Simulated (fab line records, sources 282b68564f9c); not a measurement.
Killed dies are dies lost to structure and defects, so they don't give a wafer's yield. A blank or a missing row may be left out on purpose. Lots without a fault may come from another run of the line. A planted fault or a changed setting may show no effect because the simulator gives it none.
A struck lot beside a sound one | flow rit_cmos | 44 steps out of a route of 202
Sound: wafers L891.2, L891.4, L891.6. Struck: wafers L890.3, L890.5, L890.6. The cause comes at the end.
At each step with rows: each side's tool, then ch and its chambers, then its first start. Under that, the readings that differ: sound wafers | struck wafers | difference of the means | sigmas: that difference in standard deviations of wafers without a fault.
alike: readings whose means differ by less than 2 such deviations, and words and numbers that are the same on both sides. not compared: withheld readings, readings that some wafer has no value for, bounds like >300 that may hide the same value, and numbers for which the record gives no deviation and whose values overlap.
The two part at a step that has a row with sigmas, a row that says differs or no value, or rows on one side only. Numbers that don't overlap but have no deviation are shown without sigmas and don't part them. A reading that every wafer of one side lacks parts them only if that side has two wafers or more.

first, 1 step without rows for these wafers: RIT_PRETRO_IMPLANT_08.
RIT_PRETRO_STRIP_09: strips in O2, time 180 s.
  sound on plasma_asher-04 ch 0,1, day 5 04:52; struck on plasma_asher-04 ch 0,1, day 5 00:01
  alike: drypump_motor_current_A, o2_flow_sccm
  not compared: rf_hours_counter_h
RIT_PRETRO_TW_MEAS_10:
  sound on film_metro-03, day 5 05:03; struck on film_metro-03, day 5 00:10
  alike: PRETRO_TW
then, 5 steps without rows for these wafers: RIT_GATE_WET_ETCH_00 (etches SiO2 in BOE, target depth 56 nm, time 60 s); RIT_GATE_CLEAN_01 (cleans in SC1, time 600 s); RIT_GATE_CLEAN_02 (cleans in dHF, time 30 s); RIT_GATE_CLEAN_03 (cleans in SC2, time 600 s); RIT_GATE_CLEAN_04 (cleans in dHF, time 60 s).
RIT_FOX2_THK_MEAS_91:
  sound on film_metro-01, day 5 05:32; struck on film_metro-01, day 5 00:40
  alike: FIELD_OXIDE_LEFT_2_THK
then, 2 steps without rows for these wafers: RIT_GATE_OXIDATION_05 (target thk 3 nm, ox time 270 s); RIT_GATE_ANNEAL_06 (time 600 s).
RIT_GATE_THK_MEAS_07:
  sound on film_metro-02, day 5 07:46; struck on film_metro-01, day 5 02:26
  alike: GATE_OXIDE_THK
RIT_GATE_CVD_08: deposits poly-Si from SiH4, target thk 250 nm, time 2220 s.
  sound on lpcvd-01 ch 1, day 5 07:49; struck on lpcvd-02 ch 1, day 5 02:46
  reading                                  | sound             | struck            | difference | sigmas
  model.poly-Si_of_GATE_CVD_08.thk_nm (nm) | 249.9 248.9 249.9 | 267.6 267.4 267.2 | +17.8      |
RIT_GATE_THK_MEAS_09:
  sound on film_metro-02, day 5 09:27; struck on film_metro-01, day 5 04:24
  reading            | sound             | struck            | difference | sigmas
  GATE_POLY_THK (nm) | 249.9 249.1 249.8 | 267.6 267.5 267.4 | +17.9      | +9
then, 6 steps without rows for these wafers: RIT_GATE_HMDS_10 (prime time 60 s); RIT_GATE_COAT_11 (resist thk 850 nm); RIT_GATE_SOFTBAKE_12 (time 60 s); RIT_GATE_EXPOSE_13 (exposes mask M6, target cd 150 nm); RIT_GATE_PEB_14; RIT_GATE_DEVELOP_15 (develop time 50 s).
RIT_GATE_CD_MEAS_16: target cd 150 nm.
  sound on cd_sem-02, day 5 10:30; struck on cd_sem-02, day 5 05:20
  reading    | sound             | struck            | difference | sigmas
  cd_nm (nm) | 154.7 152.4 152.2 | 145.0 145.2 143.6 | -8.5       | -3
RIT_GATE_OVL_MEAS_17:
  sound on overlay-01, day 5 10:36; struck on overlay-01, day 5 05:25
  alike: GATE_OVL
then, 1 step without rows for these wafers: RIT_GATE_HARDBAKE_18 (time 60 s).
RIT_GATE_ETCH_19: etches poly-Si in SF6/CHF3/O2, stops on SiO2, time 165 s, target depth 312.5 nm.
  sound on rie_si-02 ch 2,3, day 5 10:47; struck on rie_si-01 ch 2,3, day 5 05:36
  reading                          | sound             | struck            | difference | sigmas
  oes_product_au (a.u.)            | 0.845 0.822 0.854 | 0.899 0.872 0.898 | +0.049     | +4
  model.etch.depth_nm (nm)         | 249.9 248.9 249.9 | 267.6 267.4 267.2 | +17.8      |
  model.GATE.feature_depth_nm (nm) | 249.9 248.9 249.9 | 267.6 267.4 267.2 | +17.8      |
  alike: CHF3_flow_sccm, drypump_motor_current_A, throttle_valve_pct
  not compared: rf_hours_counter_h
RIT_GATE_STRIP_20: strips in O2, time 180 s.
  sound on plasma_asher-04 ch 0,1, day 5 10:53; struck on plasma_asher-04 ch 0,1, day 5 05:46
  reading             | sound          | struck         | difference | sigmas
  o2_flow_sccm (sccm) | 4023 4005 4030 | 3998 3994 3995 | -24        | -2
  alike: drypump_motor_current_A
  not compared: rf_hours_counter_h
RIT_GATE_CD_MEAS_90: target cd 150 nm.
  sound on cd_sem-01, day 5 11:05; struck on cd_sem-01, day 5 05:55
  reading    | sound             | struck            | difference | sigmas
  cd_nm (nm) | 154.7 151.9 151.4 | 145.4 145.3 143.8 | -7.8       | -3
then, 4 steps without rows for these wafers: RIT_REOX_CLEAN_00 (cleans in SC1, time 600 s); RIT_REOX_CLEAN_01 (cleans in dHF, time 30 s); RIT_REOX_CLEAN_02 (cleans in SC2, time 600 s); RIT_REOX_OXIDATION_03 (target thk 25.2 nm, ox time 5580 s).
RIT_REOX_THK_MEAS_04:
  sound on film_metro-04, day 5 16:43; struck on film_metro-04, day 5 09:42
  alike: REOX_OXIDE_THK
then, 6 steps without rows for these wafers: RIT_NLDD_HMDS_00 (prime time 60 s); RIT_NLDD_COAT_01 (resist thk 1000 nm); RIT_NLDD_SOFTBAKE_02 (time 60 s); RIT_NLDD_EXPOSE_03 (exposes mask M7, target cd 40700 nm); RIT_NLDD_PEB_04; RIT_NLDD_DEVELOP_05 (develop time 50 s).
RIT_NLDD_OVL_MEAS_06:
  sound on overlay-01, day 5 17:38; struck on overlay-02, day 5 10:36
  alike: NLDD_OVL
then, 2 steps without rows for these wafers: RIT_NLDD_HARDBAKE_07 (time 60 s); RIT_NLDD_IMPLANT_08.
RIT_NLDD_STRIP_09: strips in O2, time 180 s.
  sound on plasma_asher-04 ch 0, day 5 17:58; struck on plasma_asher-02 ch 0,1, day 5 10:59
  alike: drypump_motor_current_A, o2_flow_sccm
  not compared: rf_hours_counter_h
RIT_NLDD_TW_MEAS_10:
  sound on film_metro-03, day 5 18:08; struck on film_metro-01, day 5 11:07
  alike: NLDD_TW
RIT_SDANNEAL_CLEAN_02: cleans in SC2, time 600 s.
  sound on wet_bench-04 ch 1, day 6 01:16; struck on wet_bench-04 ch 2, day 5 18:39
  reading                                  | sound           | struck          | difference | sigmas
  model.poly-Si_of_GATE_CVD_08.thk_nm (nm) | 163 160.7 162.5 | 181 179.9 179.4 | +18        |
RIT_M1_PROBE_99:
  sound on prober-02, day 6 08:58; struck on prober-01, day 6 02:31
  reading                                          | sound               | struck               | difference | sigmas
  model.etest.nmos_turned.drive_ua_um              | 307.3 320.6 315.9   | 305.5 292.6 291.8    | -18.0      |
  model.etest.poly_comb_over_steps.leak_log10_a_um | -12.86 -12.77 -12.9 | -11.37 -10.85 -11.45 | +1.62      |
  alike: killed_at_contacts, killed_at_front_end, killed_dies, killed_open, killed_short
  not compared: model.etest.nmos_0p15.tox_inv_nm

WHERE THEY PART
First at RIT_GATE_THK_MEAS_09; last, within this record, at RIT_GATE_CD_MEAS_90. Later steps at which nothing parts them and some readings are alike: RIT_REOX_THK_MEAS_04, RIT_NLDD_OVL_MEAS_06, RIT_NLDD_STRIP_09, RIT_NLDD_TW_MEAS_10, RIT_M1_PROBE_99.

WHY: what the simulator had put in
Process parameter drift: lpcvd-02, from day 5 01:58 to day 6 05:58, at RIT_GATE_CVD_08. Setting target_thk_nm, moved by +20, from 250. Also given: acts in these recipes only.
